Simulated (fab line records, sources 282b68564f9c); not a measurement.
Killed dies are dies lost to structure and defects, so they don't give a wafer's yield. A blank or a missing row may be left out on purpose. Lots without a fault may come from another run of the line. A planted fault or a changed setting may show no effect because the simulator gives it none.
fab line records | flow rit_cmos
record lots=5 wafers=15 last_day=8
route steps=202 shown SDANNEAL@156 PSD@157 NSD@158 PLDD@159 NLDD@160 SILICIDE@161 CONTACT@168 M1@202
lots that met no fault: from a run of the same line without faults
start_h: hours from the record's first day to the start of the lot's first wafer shown | wait_h: hours since the lot's step before | " the same as in the row above | L1.1+2: a row that stands for several wafers | - no value, or no start given | * or withheld: withheld | < > ~ a bound
route shown NAME@n: a module of which the file shows steps, and the number in the route of the first | usual: mean/standard deviation of fault-free wafers | same: alike in all rows | chamber/n: place in a boat | sites: the reading at each site | _std_site: their standard deviation | _edge_site: outer sites' mean less inner sites' | radius_mm: how far each site lies from the wafer's centre | mask NAME#n: copy n | behind: the tool/chamber that last shaped the wafer | hold: why the lot was held/for how many hours/how that ended | device: the transistor (n, p or np) that didn't switch | end of line: the same wafers' tests at the end of the route | a step without rows: its recipe alone | killed: dies lost to structure and defects at the first sort, not the wafer's yield | map: a wafer's dies, x killed, . not, _ none there
set.NAME: the setting as run; set.NAME@STEP: as run at that earlier step | model.NAME: the simulator's own value behind a step, which no gauge read
lots at some steps of the route; a table a step, a row a wafer
services: from which hour (start_h, from the record's first day; less than 0 if before it) a tool's chamber was out of use, for how many hours, and why
## steps
# step RIT_SDANNEAL_RTA_03
# recipe temp_c=1050 time_s=5 idle_temp_c=600 ramp_up_c_per_s=342 ramp_down_c_per_s=171 cool_to_c=600 ambient=N2
# usual chamber_o2_ppm=1.999/0.022 wafer_temp_C_max=1053.5/1.2
# columns lot.wafer tool chamber start_h wait_h chamber_o2_ppm wafer_temp_C_max
L758.2 rtp_anneal-01 0 60.73 0.0 2.013 1052.6
L758.3 " 0 " " 1.963 1053.6
L758.6 " 0 " " 1.962 1052.0
L763.1 rtp_anneal-02 0 85.27 0.0 2.023 1055.1
L763.2 " 0 " " 2.039 1053.5
L763.3 " 0 " " 2.032 1054.5
L773.4 rtp_anneal-02 0 132.52 0.0 2.000 1054.5
L773.5 " 0 " " 2.024 1052.8
L773.6 " 0 " " 1.995 1053.3
L780.1 rtp_anneal-01 0 167.73 0.0 2.028 1052.4
L780.2 " 0 " " 2.041 1052.9
L780.5 " 0 " " 2.034 1053.4
L781.1 rtp_anneal-02 0 174.87 0.0 2.031 1052.2
L781.3 " 0 " " 1.972 1053.5
L781.6 " 0 " " 2.000 1054.6
# step RIT_SDANNEAL_RS_MEAS_04
# recipe thk_meas_gauge=four-point-probe
# usual PSD_RS=115.93/0.28
# columns lot.wafer tool chamber start_h wait_h PSD_RS[ohm/sq]
L758.2 film_metro-02 - 60.80 0.1 115.78
L758.3 " - " " 116.25
L758.6 " - " " 115.97
L763.1 film_metro-02 - 85.33 0.0 116.05
L763.2 " - " " 116.17
L763.3 " - " " 115.91
L773.4 film_metro-02 - 132.61 0.1 116.09
L773.5 " - " " 115.79
L773.6 " - " " 115.62
L780.1 film_metro-02 - 167.79 0.0 116.36
L780.2 " - " " 116.42
L780.5 " - " " 116.36
L781.1 film_metro-01 - 174.93 0.0 115.81
L781.3 " - " " 115.80
L781.6 " - " " 115.69
# step RIT_SDANNEAL_RS_MEAS_05
# recipe thk_meas_gauge=four-point-probe
# usual NSD_RS=84.49/0.27
# columns lot.wafer tool chamber start_h wait_h NSD_RS[ohm/sq]
L758.2 film_metro-02 - 60.92 0.1 84.26
L758.3 " - " " 84.44
L758.6 " - " " 84.43
L763.1 film_metro-02 - 85.45 0.1 84.13
L763.2 " - " " 84.40
L763.3 " - " " 84.23
L773.4 film_metro-02 - 132.73 0.1 84.15
L773.5 " - " " 84.32
L773.6 " - " " 84.32
L780.1 film_metro-02 - 167.91 0.1 84.80
L780.2 " - " " 84.43
L780.5 " - " " 84.18
L781.1 film_metro-01 - 175.05 0.1 84.59
L781.3 " - " " 84.98
L781.6 " - " " 84.79
# step RIT_SDANNEAL_RS_MEAS_06
# recipe thk_meas_gauge=four-point-probe
# usual PLDD_RS=178.6/0.39
# columns lot.wafer tool chamber start_h wait_h PLDD_RS[ohm/sq]
L758.2 film_metro-02 - 61.04 0.1 178.2
L758.3 " - " " 178.7
L758.6 " - " " 178.9
L763.1 film_metro-02 - 85.57 0.1 178.1
L763.2 " - " " 178.3
L763.3 " - " " 178.2
L773.4 film_metro-02 - 132.85 0.1 178.3
L773.5 " - " " 178.8
L773.6 " - " " 178.5
L780.1 film_metro-02 - 168.03 0.1 178.6
L780.2 " - " " 178.5
L780.5 " - " " 179.1
L781.1 film_metro-01 - 175.17 0.1 178.8
L781.3 " - " " 178.8
L781.6 " - " " 178.5
# step RIT_SDANNEAL_RS_MEAS_07
# recipe thk_meas_gauge=four-point-probe
# usual NLDD_RS=151.6/0.57
# columns lot.wafer tool chamber start_h wait_h NLDD_RS[ohm/sq]
L758.2 film_metro-02 - 61.16 0.1 151.1
L758.3 " - " " 151.0
L758.6 " - " " 151.4
L763.1 film_metro-02 - 85.69 0.1 152.6
L763.2 " - " " 152.6
L763.3 " - " " 152.6
L773.4 film_metro-02 - 132.97 0.1 151.4
L773.5 " - " " 151.8
L773.6 " - " " 152.1
L780.1 film_metro-02 - 168.15 0.1 152.1
L780.2 " - " " 151.8
L780.5 " - " " 151.9
L781.1 film_metro-01 - 175.29 0.1 150.7
L781.3 " - " " 150.5
L781.6 " - " " 150.8
# step RIT_SILICIDE_WET_ETCH_00
# recipe chemistry=BOE target=SiO2 target_depth_nm=14 time_s=15 dry=n2_spin dilution=10:1 temp_c=21.5
# step RIT_SILICIDE_SPUTTER_01
# recipe material=Ti target_thk_nm=30 power_w=350 chamber_pressure_pa=0.667 gas=Ar time_s=240 substrate_temp_c=25
# usual throttle_valve_pct=29.7/0.82
# columns lot.wafer tool chamber start_h wait_h throttle_valve_pct
L758.2 pvd_sputter-01 - 61.28 0.0 30.8
L758.3 " - " " 30.2
L758.6 " - " " 30.8
L763.1 pvd_sputter-03 - 85.82 0.0 30.3
L763.2 " - " " 29.2
L763.3 " - " " 29.3
L773.4 pvd_sputter-03 - 133.04 0.0 29.7
L773.5 " - " " 29.6
L773.6 " - " " 29.9
L780.1 pvd_sputter-02 - 168.28 0.0 30.3
L780.2 " - " " 28.5
L780.5 " - " " 30.8
L781.1 pvd_sputter-03 - 175.42 0.0 29.6
L781.3 " - " " 29.9
L781.6 " - " " 29.7
# step RIT_SILICIDE_RS_MEAS_02
# recipe thk_meas_gauge=four-point-probe reads=Ti_of_SILICIDE_SPUTTER_01
# usual SILICIDE_TI_RS=47.8/0.6
# columns lot.wafer tool chamber start_h wait_h SILICIDE_TI_RS[ohm/sq]
L758.2 film_metro-04 - 61.45 0.1 47.3
L758.3 " - " " 47.9
L758.6 " - " " 46.8
L763.1 film_metro-04 - 85.97 0.1 49.2
L763.2 " - " " 48.8
L763.3 " - " " 48.5
L773.4 film_metro-04 - 133.25 0.1 47.6
L773.5 " - " " 47.2
L773.6 " - " " 48.0
L780.1 film_metro-01 - 168.43 0.1 47.4
L780.2 " - " " 48.5
L780.5 " - " " 47.8
L781.1 film_metro-02 - 175.57 0.1 47.1
L781.3 " - " " 47.0
L781.6 " - " " 47.3
# step RIT_SILICIDE_THK_MEAS_03
# recipe thk_meas_gauge=xrf reads=Ti_of_SILICIDE_SPUTTER_01
# usual SILICIDE_TI_THK=30.6/0.38
# columns lot.wafer tool chamber start_h wait_h SILICIDE_TI_THK[nm]
L758.2 film_metro-04 - 61.56 0.1 30.7
L758.3 " - " " 30.4
L758.6 " - " " 30.9
L763.1 film_metro-04 - 86.09 0.1 29.6
L763.2 " - " " 29.7
L763.3 " - " " 29.8
L773.4 film_metro-04 - 133.34 0.1 30.5
L773.5 " - " " 30.6
L773.6 " - " " 30.4
L780.1 film_metro-01 - 168.55 0.1 31.0
L780.2 " - " " 30.4
L780.5 " - " " 30.8
L781.1 film_metro-02 - 175.69 0.1 31.2
L781.3 " - " " 31.0
L781.6 " - " " 30.9
# step RIT_SILICIDE_RTA_04
# recipe temp_c=650 time_s=10 idle_temp_c=25 ramp_up_s=5 ramp_down_s=5 cool_to_c=25 ambient=N2
# usual chamber_o2_ppm=1.997/0.021 wafer_temp_C_max=652.5/0.54
# columns lot.wafer tool chamber start_h wait_h chamber_o2_ppm wafer_temp_C_max
L758.2 rtp_anneal-02 0 61.62 0.1 2.024 652.1
L758.3 " 0 " " 1.996 652.2
L758.6 " 0 " " 2.004 652.4
L763.1 rtp_anneal-01 0 86.15 0.1 1.992 652.9
L763.2 " 0 " " 1.983 653.1
L763.3 " 0 " " 2.006 652.0
L773.4 rtp_anneal-01 0 133.40 0.1 2.015 652.2
L773.5 " 0 " " 2.007 652.3
L773.6 " 0 " " 1.996 652.4
L780.1 rtp_anneal-02 0 168.61 0.1 1.973 652.3
L780.2 " 0 " " 2.005 653.1
L780.5 " 0 " " 2.003 652.2
L781.1 rtp_anneal-01 0 175.75 0.1 2.004 653.2
L781.3 " 0 " " 2.009 652.2
L781.6 " 0 " " 2.019 652.7
# step RIT_SILICIDE_WET_ETCH_05
# recipe chemistry=SPM target=Ti temp_c=90 time_s=120 dry=n2_spin
# step RIT_SILICIDE_RTA_06
# recipe temp_c=750 time_s=10 idle_temp_c=25 ramp_up_s=5 ramp_down_s=10 cool_to_c=25 ambient=N2
# usual chamber_o2_ppm=1.996/0.023 wafer_temp_C_max=752.8/0.62
# columns lot.wafer tool chamber start_h wait_h chamber_o2_ppm wafer_temp_C_max
L758.2 rtp_anneal-01 0 61.73 0.0 1.988 753.0
L758.3 " 0 " " 1.998 752.3
L758.6 " 0 " " 2.019 753.5
L763.1 rtp_anneal-02 0 86.26 0.0 2.031 752.6
L763.2 " 0 " " 2.005 752.3
L763.3 " 0 " " 2.026 752.7
L773.4 rtp_anneal-02 0 133.51 0.0 2.001 753.1
L773.5 " 0 " " 2.027 753.6
L773.6 " 0 " " 1.994 752.3
L780.1 rtp_anneal-01 0 168.72 0.0 1.970 753.0
L780.2 " 0 " " 2.003 753.3
L780.5 " 0 " " 1.978 752.2
L781.1 rtp_anneal-02 0 175.86 0.0 1.980 752.2
L781.3 " 0 " " 2.017 752.7
L781.6 " 0 " " 2.002 752.4
# step RIT_CONTACT_CVD_00
# recipe material=SiO2 target_thk_nm=400 precursor=TEOS temp_c=390 time_s=61 rf_w=400
# usual heater_power_w=286/61 susceptor_temp_C=389.99/0.21
# columns lot.wafer tool chamber start_h wait_h heater_power_w susceptor_temp_C model.SiO2_of_CONTACT_CVD_00.thk_nm
L758.2 pecvd-02 2 61.79 0.0 304 390.24 399.9
L758.3 " 0 " " 364 389.96 401
L758.6 " 1 " " 280 390.48 409.6
L763.1 pecvd-04 0 86.33 0.1 218 390.04 398
L763.2 " 2 " " 261 389.77 399
L763.3 " 1 " " 219 390.09 391.9
L773.4 pecvd-04 1 133.57 0.0 263 390.14 534.1
L773.5 " 0 " " 239 389.78 404.7
L773.6 " 2 " " 185 389.72 412.8
L780.1 pecvd-02 2 168.79 0.1 271 390.35 401.3
L780.2 " 1 " " 272 390.02 400.6
L780.5 " 0 " " 307 389.32 408
L781.1 pecvd-03 0 175.93 0.1 315 389.54 398.7
L781.3 " 1 " " 294 389.79 398.4
L781.6 " 0 " " 330 389.66 404.5
# step RIT_CONTACT_THK_MEAS_01
# recipe reads=SiO2_of_CONTACT_CVD_00
# usual CONTACT_TEOS_THK=401/4.9
# columns lot.wafer tool chamber start_h wait_h CONTACT_TEOS_THK[nm]
L758.2 film_metro-02 - 61.85 0.0 400
L758.3 " - " " 401
L758.6 " - " " 410
L763.1 film_metro-02 - 86.38 0.0 398
L763.2 " - " " 399
L763.3 " - " " 392
L773.4 film_metro-04 - 133.63 0.0 534
L773.5 " - " " 405
L773.6 " - " " 413
L780.1 film_metro-02 - 168.84 0.0 401
L780.2 " - " " 401
L780.5 " - " " 408
L781.1 film_metro-02 - 175.98 0.0 398
L781.3 " - " " 398
L781.6 " - " " 404
# step RIT_CONTACT_HMDS_02
# recipe prime_time_s=60 prime_temp_c=140
# step RIT_CONTACT_COAT_03
# recipe resist=NOVOLAK spin_rpm=3250 resist_thk_nm=1000
# step RIT_CONTACT_SOFTBAKE_04
# recipe resist=NOVOLAK temp_c=90 time_s=60
# step RIT_CONTACT_EXPOSE_05
# recipe mask_id=M11 na=0.6 source_shape=conventional sigma_outer=0.5 target_cd_nm=1000 dose_mj=250
# step RIT_CONTACT_PEB_06
# recipe resist=NOVOLAK temp_c=withheld time_s=withheld
# step RIT_CONTACT_DEVELOP_07
# recipe resist=NOVOLAK develop_time_s=120 dev_temp_c=23
# step RIT_CONTACT_CD_MEAS_08
# recipe target_cd_nm=1000
# usual cd_nm=1000.3/2
# columns lot.wafer tool chamber start_h wait_h cd_nm
L758.2 cd_sem-02 - 62.89 - 1001.7
L758.3 " - " " 1000.3
L758.6 " - " " 1001.7
L763.1 cd_sem-01 - 87.53 - 1000.1
L763.2 " - " " 1001.4
L763.3 " - " " 997.9
L773.4 cd_sem-02 - 134.74 - 1001.1
L773.5 " - " " 1001.7
L773.6 " - " " 1002.2
L780.1 cd_sem-02 - 169.87 - 1001.8
L780.2 " - " " 999.4
L780.5 " - " " 1000.1
L781.1 cd_sem-02 - 177.13 - 1002.2
L781.3 " - " " 1003.4
L781.6 " - " " 1005.1
# step RIT_CONTACT_OVL_MEAS_09
# usual CONTACT_OVL=0.3/1.4
# columns lot.wafer tool chamber start_h wait_h CONTACT_OVL[nm]
L758.2 overlay-02 - 62.99 0.1 0.5
L758.3 " - " " 2.5
L758.6 " - " " -0.1
L763.1 overlay-02 - 87.65 0.1 -2.3
L763.2 " - " " -1.7
L763.3 " - " " -1.5
L773.4 overlay-01 - 134.82 0.1 -0.4
L773.5 " - " " 0.1
L773.6 " - " " -1.1
L780.1 overlay-02 - 169.99 0.1 1.8
L780.2 " - " " -1.0
L780.5 " - " " 0.3
L781.1 overlay-01 - 177.25 0.1 1.0
L781.3 " - " " -0.4
L781.6 " - " " -1.3
# step RIT_CONTACT_HARDBAKE_10
# recipe resist=NOVOLAK temp_c=140 time_s=60
# step RIT_CONTACT_ETCH_11
# recipe target_depth_a=4800 over_etch_frac=0.2 stop_on=TiSi2 chemistry=CHF3/CF4/Ar target=SiO2 CHF3_flow_sccm=50 cf4_flow_sccm=10 Ar_flow_sccm=100 O2_flow_sccm=5 pressure_mtorr=100 rf_w=200 time_s=320
# usual drypump_motor_current_A=5.8/0.39 oes_product_au=0.981/0.012 throttle_valve_pct=8.87/0.13
# columns lot.wafer tool chamber start_h wait_h drypump_motor_current_A oes_product_au rf_hours_counter_h throttle_valve_pct model.etch.depth_nm model.CONTACT.feature_depth_nm
L758.2 rie_diel-02 2 63.17 0.1 5.4 0.985 2 9.02 399.9 399.9
L758.3 " 0 " " 5.8 0.983 154 9.14 401 401
L758.6 " 3 " " 5.5 0.967 - 8.70 409.6 409.6
L763.1 rie_diel-03 0 88.13 0.1 5.3 1.010 4 8.79 398 398
L763.2 " 3 " " 5.6 0.974 17 8.88 399 399
L763.3 " 2 " " 6.5 0.972 3 8.98 391.9 391.9
L773.4 rie_diel-02 1 135.08 0.1 6.0 0.977 - 8.90 489.8 489.8
L773.5 " 3 " " 5.5 0.957 - 8.72 404.7 404.7
L773.6 " 2 " " 5.4 0.990 - 9.02 412.8 412.8
L780.1 rie_diel-01 1 170.17 0.1 5.6 0.972 41 8.84 401.3 401.3
L780.2 " 2 " " 6.0 0.980 71 8.98 400.6 400.6
L780.5 " 2 " " 6.0 0.977 - 8.97 408 408
L781.1 rie_diel-03 2 177.51 0.1 6.5 0.975 5 8.98 398.7 398.7
L781.3 " 3 " " 5.7 0.982 19 8.89 398.4 398.4
L781.6 " 3 " " 5.7 0.985 - 8.88 404.5 404.5
# step RIT_CONTACT_STRIP_12
# recipe chemistry=O2 time_s=180 resist=NOVOLAK platen_temp_c=withheld power_w=500 pressure_mtorr=4000 o2_flow_sccm=4000
# usual drypump_motor_current_A=5.8/0.34 rf_refl_power_W=5.6/1.2
# columns lot.wafer tool chamber start_h wait_h drypump_motor_current_A rf_hours_counter_h rf_refl_power_W
L758.2 plasma_asher-04 0 63.37 0.1 5.3 37 5.0
L758.3 " 1 " " 5.7 - 4.0
L758.6 " 1 " " 5.7 - 3.8
L763.1 plasma_asher-04 1 88.33 0.1 5.7 39 3.7
L763.2 " 0 " " 5.3 39 5.1
L763.3 " 0 " " 5.3 - 5.3
L773.4 plasma_asher-02 0 135.24 0.1 6.3 - 6.2
L773.5 " 1 " " 5.7 - 5.3
L773.6 " 0 " " 6.3 - 6.2
L780.1 plasma_asher-01 0 170.37 0.1 6.2 40 8.3
L780.2 " 1 " " 5.6 40 5.8
L780.5 " 0 " " 6.2 - 8.5
L781.1 plasma_asher-04 1 177.70 0.1 5.7 6 4.3
L781.3 " 0 " " 5.3 - 5.0
L781.6 " 0 " " 5.3 - 5.1
# step RIT_CONTACT_CD_MEAS_90
# recipe target_cd_nm=1000
# usual cd_nm=1000.3/2
# columns lot.wafer tool chamber start_h wait_h cd_nm
L758.2 cd_sem-01 - 63.56 0.1 1001.4
L758.3 " - " " 1000.6
L758.6 " - " " 1001.4
L763.1 cd_sem-01 - 88.50 0.1 1000.0
L763.2 " - " " 1000.7
L763.3 " - " " 997.9
L773.4 cd_sem-01 - 135.42 0.1 1001.6
L773.5 " - " " 1001.6
L773.6 " - " " 1002.3
L780.1 cd_sem-02 - 170.54 0.1 1001.8
L780.2 " - " " 999.5
L780.5 " - " " 999.8
L781.1 cd_sem-02 - 177.88 0.1 1002.2
L781.3 " - " " 1003.3
L781.6 " - " " 1005.2
# step RIT_CONTACT_CLEAN_13
# recipe chemistry=SC1 mix=3:3:50 time_s=600 temp_c=75
# columns lot.wafer tool chamber start_h wait_h model.SiO2_of_CONTACT_CVD_00.thk_nm
L758.2 wet_bench-01 2 63.66 0.1 395.8
L758.3 " 2 " " 396.9
L758.6 " 2 " " 405.5
L763.1 wet_bench-03 0 88.62 0.1 394
L763.2 " 0 " " 394.9
L763.3 " 0 " " 387.9
L773.4 wet_bench-04 3 135.48 0.0 530.1
L773.5 " 3 " " 400.7
L773.6 " 3 " " 408.8
L780.1 wet_bench-01 1 170.66 0.1 397.2
L780.2 " 1 " " 396.4
L780.5 " 1 " " 403.9
L781.1 wet_bench-03 2 178.00 0.1 394.6
L781.3 " 2 " " 394.4
L781.6 " 2 " " 400.4
# step RIT_CONTACT_CLEAN_14
# recipe chemistry=SC2 mix=3:3:50 time_s=600 temp_c=75 dry=n2_spin
# step RIT_M1_PROBE_99
# usual killed_at_M0_to_M3=0.0/0.14 killed_at_contacts=0.0/0.23 killed_at_front_end=7/3.1 killed_dies=7/3.1 killed_on_rim=1.8/1.3 killed_open=3.3/2 killed_short=3.5/1.9
# same gross_dies=264 killed_at_M4_up=0 killed_at_back_side=0 killed_at_other=0
# columns lot.wafer tool chamber start_h wait_h killed_at_M0_to_M3 killed_at_contacts killed_at_front_end killed_dies killed_on_rim killed_open killed_short
L758.2 prober-02 - 68.26 0.1 0 0 9 9 5 5 4
L758.3 prober-02 - 68.31 0.2 0 0 9 9 4 4 5
L758.6 prober-02 - 68.46 0.2 0 0 8 8 3 2 6
L763.1 prober-01 - 93.07 0.1 0 0 5 5 1 5 0
L763.2 prober-01 - 93.12 0.1 0 0 4 4 0 3 1
L763.3 prober-01 - 93.17 0.2 0 0 8 8 2 6 2
L773.4 prober-01 - 140.23 0.2 0 254 10 264 70 6 4
L773.5 prober-01 - 140.28 0.2 0 0 7 7 3 4 3
L773.6 prober-01 - 140.33 0.2 0 0 9 9 1 5 4
L780.1 prober-02 - 175.24 0.1 0 0 14 14 2 10 4
L780.2 prober-02 - 175.29 0.1 0 0 6 6 2 2 4
L780.5 prober-02 - 175.44 0.2 0 0 9 9 3 4 5
L781.1 prober-01 - 182.36 0.1 0 0 10 10 3 6 4
L781.3 prober-01 - 182.46 0.2 1 0 3 4 1 1 3
L781.6 prober-01 - 182.61 0.2 0 0 1 1 1 0 1
# killed by level:class
L758.2 FOX1:geometric_particle:short=2 GATE:geometric_particle:open=2 SPACER:geometric_particle:open=2 REOX:geometric_particle:open=1 REOX:geometric_particle:short=1 SPACER:geometric_particle:short=1
L758.3 GATE:geometric_particle:short=3 FOX2:geometric_particle:open=2 SPACER:geometric_particle:short=2 REOX:geometric_particle:open=1 SPACER:geometric_particle:open=1
L758.6 SPACER:geometric_particle:short=3 FOX1:geometric_particle:short=2 FOX1:geometric_particle:open=1 GATE:geometric_particle:short=1 SPACER:geometric_particle:open=1
L763.1 REOX:geometric_particle:open=3 FOX1:geometric_particle:open=2
L763.2 REOX:geometric_particle:open=2 GATE:geometric_particle:short=1 GATE:geometric_particle:open=1
L763.3 FOX1:geometric_particle:open=2 SILICIDE:geometric_particle:open=2 FOX2:geometric_particle:open=1 GATE:geometric_particle:open=1 SPACER:geometric_particle:short=1 SILICIDE:geometric_particle:short=1
L773.4 CONTACT:area_etch=254 GATE:geometric_particle:short=3 GATE:geometric_particle:open=3 FOX1:geometric_particle:open=1 FOX2:geometric_particle:open=1 REOX:geometric_particle:short=1 REOX:geometric_particle:open=1
L773.5 GATE:geometric_particle:short=2 REOX:geometric_particle:open=2 FOX1:geometric_particle:open=1 REOX:geometric_particle:short=1 SILICIDE:geometric_particle:open=1
L773.6 GATE:geometric_particle:short=3 FOX1:geometric_particle:open=2 GATE:geometric_particle:open=2 FOX1:geometric_particle:short=1 REOX:geometric_particle:open=1
L780.1 GATE:geometric_particle:open=6 SILICIDE:geometric_particle:open=3 FOX1:geometric_particle:short=1 GATE:geometric_particle:short=1 SPACER:geometric_particle:short=1 SPACER:geometric_particle:open=1 SILICIDE:geometric_particle:short=1
L780.2 GATE:geometric_particle:short=2 GATE:geometric_particle:open=1 SPACER:geometric_particle:open=1 SPACER:geometric_particle:short=1 SILICIDE:geometric_particle:short=1
L780.5 GATE:geometric_particle:short=4 REOX:geometric_particle:open=2 FOX1:geometric_particle:short=1 FOX1:geometric_particle:open=1 SILICIDE:geometric_particle:open=1
L781.1 GATE:geometric_particle:short=3 FOX2:geometric_particle:open=2 SILICIDE:geometric_particle:open=2 FOX1:geometric_particle:open=1 FOX2:geometric_particle:short=1 GATE:geometric_particle:open=1
L781.3 GATE:geometric_particle:short=2 SILICIDE:geometric_particle:open=1 M1:geometric_particle:short=1
L781.6 FOX1:geometric_particle:short=1
# map L773.4 (x killed, . not)
________xxxxxxx_______
_____xxxxxxxxxxxxx____
____xxxxxxxxxxxxxxx___
___xxxxxxxxxxxxxxxxx__
__xxxxxxxxxxxxxxxxxxx_
__xxxxxxxxxxxxxxxxxxx_
_xxxxxxxxxxxxxxxxxxxxx
_xxxxxxxxxxxxxxxxxxxxx
_xxxxxxxxxxxxxxxxxxxxx
_xxxxxxxxxxxxxxxxxxxxx
__xxxxxxxxxxxxxxxxxxx_
__xxxxxxxxxxxxxxxxxxx_
___xxxxxxxxxxxxxxxxx__
____xxxxxxxxxxxxxxx___
_____xxxxxxxxxxxxx____
________xxxxxxx_______
# map L763.3 (x killed, . not)
________....x.._______
_____.............____
____...........x...___
___.................__
__..x......x........._
__...........x......._
_.....................
_........x.........x..
_....................x
_.....................
__..................._
__..................._
___.................__
____...............___
_____.............____
________......._______
## services
# columns tool chamber start_h hours kind
plasma_asher-01 - 39.76 1.2 repair
pecvd-04 0 50.80 19.2 repair
rie_diel-01 0 56.66 6.4 repair
plasma_asher-04 - 62.61 0.7 repair
rie_diel-01 1 72.72 9.4 repair
rie_diel-01 3 79.12 24.8 repair
pecvd-04 - 83.08 0.6 repair
plasma_asher-04 - 91.79 1.4 repair
plasma_asher-04 - 99.32 2.8 repair
plasma_asher-04 - 108.75 9.0 pm
rie_diel-01 3 109.01 5.2 repair
rie_diel-01 0 109.79 5.3 repair
pecvd-02 - 113.91 1.7 repair
pvd_sputter-03 - 115.48 9.1 repair
pecvd-03 - 119.31 23.3 repair
pecvd-04 - 120.00 0.7 repair
rie_diel-02 - 130.37 2.8 pm
rie_diel-01 1 131.37 7.8 repair
pecvd-02 - 135.56 28.1 pm
pecvd-03 1 137.99 10.6 repair
pecvd-04 1 138.54 10.8 repair
rie_diel-02 - 159.14 0.9 repair
rie_diel-03 0 160.22 8.5 repair
plasma_asher-04 - 167.71 2.4 repair
## key
first_sign step=RIT_CONTACT_THK_MEAS_01 reading=CONTACT_TEOS_THK direction=up sigmas=27 usual=401 struck=534
effect step=RIT_M1_PROBE_99 reading=killed_at_contacts direction=up sigmas=99+ usual=0.0 struck=254
model_effect step=RIT_CONTACT_CVD_00 value=SiO2_of_CONTACT_CVD_00.thk_nm without=408.7 struck=534.1
model_effect step=RIT_CONTACT_ETCH_11 value=etch.depth_nm without=408.7 struck=489.8
model_effect step=RIT_CONTACT_CLEAN_13 value=SiO2_of_CONTACT_CVD_00.thk_nm without=404.7 struck=530.1
more_kills_born_at RIT_CONTACT_ETCH_11@rie_diel-02=254
met_at RIT_CONTACT_CVD_00
struck_wafers L773.4
later_rows_left_out L773.4
tester_left_out L773
onset_between 86.33 133.57
fault kind=process_parameter_drift tool=pecvd-04 chamber=1 onset_h=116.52 steps=RIT_CONTACT_CVD_00 channel=target_thk_nm offset=124.44 shape=step end_h=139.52 stated=400
# tester_left_out: of these lots the tester's yield and bins aren't shown, on N5 and GAA mostly nor the transistor test; their killed dies are dies lost to structure and defects alone, not to doping, threshold or leakage, so they don't give the yield
# later_rows_left_out: the simulator's readings of these wafers behind a module that went badly wrong aren't trusted and aren't shown, but for the sort
